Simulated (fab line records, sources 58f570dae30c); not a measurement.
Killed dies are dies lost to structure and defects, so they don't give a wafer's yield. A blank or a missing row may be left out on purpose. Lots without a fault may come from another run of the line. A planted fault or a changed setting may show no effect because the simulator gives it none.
A sampling plan put to the test | flow berkeley_cmos170 | one fab line, 34 faults that these records tell of, each judged on the records of the lots that it struck
The plan is the line's own looks: the steps of the route at which a gauge or an inspection reads the wafer and doesn't change it. A look can be judged if struck wafers have a number there and the file gives its usual mean and standard deviation on fault-free wafers. Caught: at a look after the fault's first step, the mean of the struck wafers lies 4 or more of those standard deviations (sigma) from the usual mean. On the tool: the same test on the tool's own readings at the fault's steps. Another recipe on the struck wafers, or a record that is blank for them alone, also counts as caught.

THE FAULTS, as the simulator had put them in
1. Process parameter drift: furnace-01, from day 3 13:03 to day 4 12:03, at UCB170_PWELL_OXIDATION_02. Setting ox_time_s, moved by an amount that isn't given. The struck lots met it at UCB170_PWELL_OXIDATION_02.
2. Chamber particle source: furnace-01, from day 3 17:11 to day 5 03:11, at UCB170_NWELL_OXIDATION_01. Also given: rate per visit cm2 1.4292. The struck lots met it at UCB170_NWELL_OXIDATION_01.
3. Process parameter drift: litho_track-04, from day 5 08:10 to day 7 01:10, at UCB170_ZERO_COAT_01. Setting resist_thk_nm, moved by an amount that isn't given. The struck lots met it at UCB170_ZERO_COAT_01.
4. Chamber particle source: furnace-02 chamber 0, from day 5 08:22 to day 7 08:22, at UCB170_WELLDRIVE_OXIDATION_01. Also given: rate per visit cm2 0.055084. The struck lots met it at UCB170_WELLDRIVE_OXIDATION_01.
5. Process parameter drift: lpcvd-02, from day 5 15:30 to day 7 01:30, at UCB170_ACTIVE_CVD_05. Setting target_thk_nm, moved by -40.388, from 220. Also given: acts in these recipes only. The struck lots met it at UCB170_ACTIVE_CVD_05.
6. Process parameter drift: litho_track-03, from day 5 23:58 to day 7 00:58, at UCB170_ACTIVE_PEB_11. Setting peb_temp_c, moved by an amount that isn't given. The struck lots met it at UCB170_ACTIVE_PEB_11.
7. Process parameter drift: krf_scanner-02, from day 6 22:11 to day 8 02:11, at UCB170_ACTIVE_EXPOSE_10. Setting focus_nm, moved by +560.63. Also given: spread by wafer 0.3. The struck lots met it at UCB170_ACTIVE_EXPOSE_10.
8. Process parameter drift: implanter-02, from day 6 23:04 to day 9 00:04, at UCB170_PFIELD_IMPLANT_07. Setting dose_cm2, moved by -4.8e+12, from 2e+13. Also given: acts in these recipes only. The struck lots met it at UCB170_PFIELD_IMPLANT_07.
9. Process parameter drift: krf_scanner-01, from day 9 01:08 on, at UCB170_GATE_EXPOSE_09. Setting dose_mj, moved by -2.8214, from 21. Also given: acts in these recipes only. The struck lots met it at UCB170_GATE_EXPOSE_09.
10. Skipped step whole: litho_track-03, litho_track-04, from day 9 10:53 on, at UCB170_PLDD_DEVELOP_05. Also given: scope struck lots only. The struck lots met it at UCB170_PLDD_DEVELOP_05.
11. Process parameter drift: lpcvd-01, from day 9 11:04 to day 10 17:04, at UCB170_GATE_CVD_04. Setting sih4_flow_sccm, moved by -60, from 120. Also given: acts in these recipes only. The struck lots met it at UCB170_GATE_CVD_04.
12. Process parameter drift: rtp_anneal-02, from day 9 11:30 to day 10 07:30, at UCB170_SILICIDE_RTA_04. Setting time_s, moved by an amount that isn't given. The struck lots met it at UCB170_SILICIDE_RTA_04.
13. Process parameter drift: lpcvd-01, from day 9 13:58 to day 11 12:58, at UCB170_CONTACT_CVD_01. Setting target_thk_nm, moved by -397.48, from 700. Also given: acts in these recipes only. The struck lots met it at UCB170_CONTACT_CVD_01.
14. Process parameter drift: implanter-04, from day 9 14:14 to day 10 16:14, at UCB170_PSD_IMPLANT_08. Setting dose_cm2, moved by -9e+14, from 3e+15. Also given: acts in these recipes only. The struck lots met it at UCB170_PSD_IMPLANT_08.
15. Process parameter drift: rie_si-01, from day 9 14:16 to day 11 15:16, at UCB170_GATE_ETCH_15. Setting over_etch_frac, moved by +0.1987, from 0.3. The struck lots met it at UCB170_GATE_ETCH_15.
16. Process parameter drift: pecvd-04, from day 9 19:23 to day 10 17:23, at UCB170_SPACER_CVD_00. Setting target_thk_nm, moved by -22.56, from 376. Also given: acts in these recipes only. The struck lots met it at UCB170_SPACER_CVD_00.
17. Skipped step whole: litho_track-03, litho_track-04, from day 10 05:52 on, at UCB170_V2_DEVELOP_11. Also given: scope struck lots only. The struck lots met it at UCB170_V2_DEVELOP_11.
18. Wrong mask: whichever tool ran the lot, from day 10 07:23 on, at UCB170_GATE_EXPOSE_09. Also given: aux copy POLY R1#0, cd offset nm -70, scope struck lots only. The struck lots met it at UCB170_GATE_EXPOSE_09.
19. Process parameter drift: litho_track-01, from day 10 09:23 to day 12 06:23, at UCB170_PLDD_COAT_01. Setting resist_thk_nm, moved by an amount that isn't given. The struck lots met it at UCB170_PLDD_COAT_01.
20. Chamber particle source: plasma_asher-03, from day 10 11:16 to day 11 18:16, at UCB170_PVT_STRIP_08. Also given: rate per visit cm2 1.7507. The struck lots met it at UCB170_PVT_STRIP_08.
21. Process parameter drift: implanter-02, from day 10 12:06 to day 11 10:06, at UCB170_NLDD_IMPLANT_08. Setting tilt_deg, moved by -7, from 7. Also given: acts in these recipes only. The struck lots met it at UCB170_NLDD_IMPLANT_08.
22. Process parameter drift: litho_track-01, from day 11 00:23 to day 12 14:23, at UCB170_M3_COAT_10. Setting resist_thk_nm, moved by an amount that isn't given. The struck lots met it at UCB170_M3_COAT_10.
23. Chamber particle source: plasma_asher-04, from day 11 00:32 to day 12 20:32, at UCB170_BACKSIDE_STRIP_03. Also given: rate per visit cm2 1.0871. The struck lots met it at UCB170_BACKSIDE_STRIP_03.
24. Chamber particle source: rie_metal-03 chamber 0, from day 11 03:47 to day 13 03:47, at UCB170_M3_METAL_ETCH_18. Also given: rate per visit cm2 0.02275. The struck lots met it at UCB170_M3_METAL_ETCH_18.
25. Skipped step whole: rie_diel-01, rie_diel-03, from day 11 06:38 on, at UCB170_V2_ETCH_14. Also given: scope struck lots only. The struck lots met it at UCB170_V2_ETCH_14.
26. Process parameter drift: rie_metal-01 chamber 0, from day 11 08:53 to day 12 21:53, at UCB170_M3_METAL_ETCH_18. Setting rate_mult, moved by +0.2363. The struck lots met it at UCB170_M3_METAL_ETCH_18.
27. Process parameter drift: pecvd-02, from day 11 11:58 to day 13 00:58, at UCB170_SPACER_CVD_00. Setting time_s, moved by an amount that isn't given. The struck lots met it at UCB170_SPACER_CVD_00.
28. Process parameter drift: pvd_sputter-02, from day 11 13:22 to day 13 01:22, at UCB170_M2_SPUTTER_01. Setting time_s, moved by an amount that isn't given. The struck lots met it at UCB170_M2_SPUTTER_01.
29. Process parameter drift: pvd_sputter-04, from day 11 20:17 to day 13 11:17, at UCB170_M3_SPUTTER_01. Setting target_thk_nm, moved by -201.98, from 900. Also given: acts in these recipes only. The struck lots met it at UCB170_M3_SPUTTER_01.
30. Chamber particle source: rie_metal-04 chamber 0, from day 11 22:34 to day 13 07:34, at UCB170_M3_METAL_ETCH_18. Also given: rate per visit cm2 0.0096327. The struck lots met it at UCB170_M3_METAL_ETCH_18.
31. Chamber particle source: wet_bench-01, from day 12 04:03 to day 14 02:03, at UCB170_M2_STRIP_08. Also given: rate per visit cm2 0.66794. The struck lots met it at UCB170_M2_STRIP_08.
32. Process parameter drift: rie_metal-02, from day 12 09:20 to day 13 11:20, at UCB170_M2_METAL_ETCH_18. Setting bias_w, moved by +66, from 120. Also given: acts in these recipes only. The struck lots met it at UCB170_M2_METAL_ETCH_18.
33. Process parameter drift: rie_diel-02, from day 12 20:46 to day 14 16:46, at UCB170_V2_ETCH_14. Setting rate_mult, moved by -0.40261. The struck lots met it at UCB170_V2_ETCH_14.
34. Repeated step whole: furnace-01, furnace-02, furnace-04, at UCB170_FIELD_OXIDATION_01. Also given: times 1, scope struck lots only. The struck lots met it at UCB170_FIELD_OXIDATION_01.

WHAT THE PLAN SAW
fault | on the tool itself                               | first look that catches it                      | reading, sigma                                 | median hours from its first step to that look | hours from the fault's start to the first struck lot there | judged looks passed uncaught
1     | no reading that can be judged                    | UCB170_PWELL_THK_MEAS_03                        | PWELL_OXIDE_THK +13                            | 1.4                                           | 14                                                         | 0
2     | under 2 sigma                                    | none of the 2 looks that can be judged after it | -                                              | -                                             | -                                                          | 2
3     | under 2 sigma                                    | not the one look that can be judged after it    | -                                              | -                                             | -                                                          | 1
4     | no reading that can be judged                    | none of the 2 looks that can be judged after it | -                                              | -                                             | -                                                          | 2
5     | under 2 sigma                                    | UCB170_ACTIVE_THK_MEAS_06                       | ACTIVE_NITRIDE_THK -28                         | 1.9                                           | 8                                                          | 0
6     | heater_power_total_W +11 sigma                   | UCB170_ACTIVE_CD_MEAS_13                        | cd_nm -4.8                                     | 0.3                                           | 1                                                          | 0
7     | exposure_dose_mJ_cm2 -18 sigma                   | UCB170_ACTIVE_CD_MEAS_13                        | cd_nm -4.6                                     | 0.7                                           | 18                                                         | 0
8     | dose_ions_cm2 -99 or beyond sigma                | UCB170_PFIELD_TW_MEAS_09                        | PFIELD_TW -18                                  | 0.2                                           | 19                                                         | 0
9     | exposure_dose_mJ_cm2 -99 or beyond sigma         | UCB170_GATE_CD_MEAS_12                          | cd_nm +13                                      | 0.8                                           | 7                                                          | 0
10    | no reading that can be judged                    | no look after it can be judged                  | -                                              | -                                             | -                                                          | 0
11    | sih4_flow_sccm -99 or beyond sigma               | UCB170_GATE_THK_MEAS_05                         | GATE_POLY_THK -52                              | 1.4                                           | 7                                                          | 0
12    | under 2 sigma                                    | none of the 6 looks that can be judged after it | -                                              | -                                             | -                                                          | 6
13    | under 2 sigma                                    | UCB170_CONTACT_THK_MEAS_02                      | CONTACT_PSG_THK -79                            | 1.8                                           | 1                                                          | 0
14    | dose_ions_cm2 -99 or beyond sigma                | UCB170_PSD_TW_MEAS_10                           | PSD_TW -15                                     | 0.2                                           | 7                                                          | 0
15    | oes_product_au -8.5 sigma                        | no look after it can be judged                  | -                                              | -                                             | -                                                          | 0
16    | under 2 sigma                                    | UCB170_SPACER_THK_MEAS_01                       | SPACER_TEOS_THK -6.2                           | 0.0                                           | 5                                                          | 0
17    | no reading that can be judged                    | no look after it can be judged                  | -                                              | -                                             | -                                                          | 0
18    | under 2 sigma                                    | UCB170_GATE_CD_MEAS_12                          | cd_nm -47                                      | 0.6                                           | 13                                                         | 0
19    | no reading that can be judged                    | none of the 2 looks that can be judged after it | -                                              | -                                             | -                                                          | 2
20    | under 2 sigma                                    | none of the 2 looks that can be judged after it | -                                              | -                                             | -                                                          | 2
21    | tilt_deg -99 or beyond sigma                     | UCB170_NLDD_TW_MEAS_11                          | NLDD_TW -6.6                                   | 0.4                                           | 12                                                         | 0
22    | under 2 sigma                                    | not the one look that can be judged after it    | strongest: cd_nm at UCB170_M3_CD_MEAS_15, +2.9 | -                                             | -                                                          | 1
23    | under 2 sigma                                    | not the one look that can be judged after it    | -                                              | -                                             | -                                                          | 1
24    | under 2 sigma                                    | none of the 2 looks that can be judged after it | -                                              | -                                             | -                                                          | 2
25    | the tool's record is blank for the struck wafers | no look after it can be judged                  | -                                              | -                                             | -                                                          | 0
26    | under 2 sigma                                    | not the one look that can be judged after it    | strongest: cd_nm at UCB170_M3_CD_MEAS_90, -3.9 | -                                             | -                                                          | 1
27    | only faintly: run_length_s +3.4 sigma            | UCB170_SPACER_THK_MEAS_01                       | SPACER_TEOS_THK +5.9                           | 0.0                                           | 4                                                          | 0
28    | under 2 sigma                                    | UCB170_M2_RS_MEAS_02                            | M2_AL_RS -20                                   | 0.1                                           | 12                                                         | 0
29    | under 2 sigma                                    | UCB170_M3_RS_MEAS_02                            | M3_AL_RS +44                                   | 0.1                                           | 13                                                         | 0
30    | under 2 sigma                                    | no look after it can be judged                  | -                                              | -                                             | -                                                          | 0
31    | no reading that can be judged                    | no look after it can be judged                  | -                                              | -                                             | -                                                          | 0
32    | bias_w +99 or beyond sigma                       | no look after it can be judged                  | -                                              | -                                             | -                                                          | 0
33    | oes_product_au -10 sigma                         | no look after it can be judged                  | -                                              | -                                             | -                                                          | 0
34    | under 2 sigma                                    | UCB170_FIELD_THK_MEAS_02                        | FIELD_OXIDE_THK +30                            | 7.6                                           | -                                                          | 0
A dash: the fault isn't caught, or these records don't give the number.

Caught at a look: 16 of 34. Caught on the tool: 11 of 34. By one or the other: 20 of 34.
Caught on the tool alone: faults 15, 25, 32, 33.
Caught at a look alone: faults 1, 5, 13, 16, 18, 27, 28, 29, 34.
Caught by neither: faults 2, 3, 4, 10, 12, 17, 19, 20, 22, 23, 24, 26, 30, 31.

THINNER SAMPLING
If the look that catches a fault measured only every second or every third lot, by lot number, the first struck lot would be measured this late in the worst case:
fault | struck lots at that look, in order of time | every lot | every second lot | every third lot
1     | L767, L768                                 | 14 h      | 14 h             | may miss all 2
5     | L701, L702, L703                           | 8 h       | 8 h              | 8 h
6     | L490, L494                                 | 1 h       | may miss all 2   | may miss all 2
7     | L526                                       | 18 h      | may miss it      | may miss it
8     | L297, L298                                 | 19 h      | 39 h             | may miss all 2
9     | L636, L635, L637, L639                     | 7 h       | 8 h              | 18 h
11    | L322, L325, L323, L324                     | 7 h       | 7 h              | 7 h
13    | L760, L761, L759, L762                     | 1 h       | 1 h              | 3 h
14    | L148, L152                                 | 7 h       | may miss all 2   | may miss all 2
16    | L379, L382                                 | 5 h       | 6 h              | may miss all 2
18    | L223                                       | 13 h      | may miss it      | may miss it
21    | L625, L626                                 | 12 h      | 21 h             | may miss all 2
27    | L786, L788                                 | 4 h       | may miss all 2   | may miss all 2
28    | L365, L363                                 | 12 h      | may miss all 2   | may miss all 2
29    | L482, L486                                 | 13 h      | may miss all 2   | may miss all 2
Hours are from the fault's start to the first struck lot that is measured. The limit of 4 sigma was tested on all struck wafers together, so one lot alone may lie under it. Other struck lots may not be in these records.

THE LONGEST TIMED WAY FROM STEP TO LOOK
Fault 34: a median of 7.6 hours passes between UCB170_FIELD_OXIDATION_01 and UCB170_FIELD_THK_MEAS_02. No look between them can be judged.
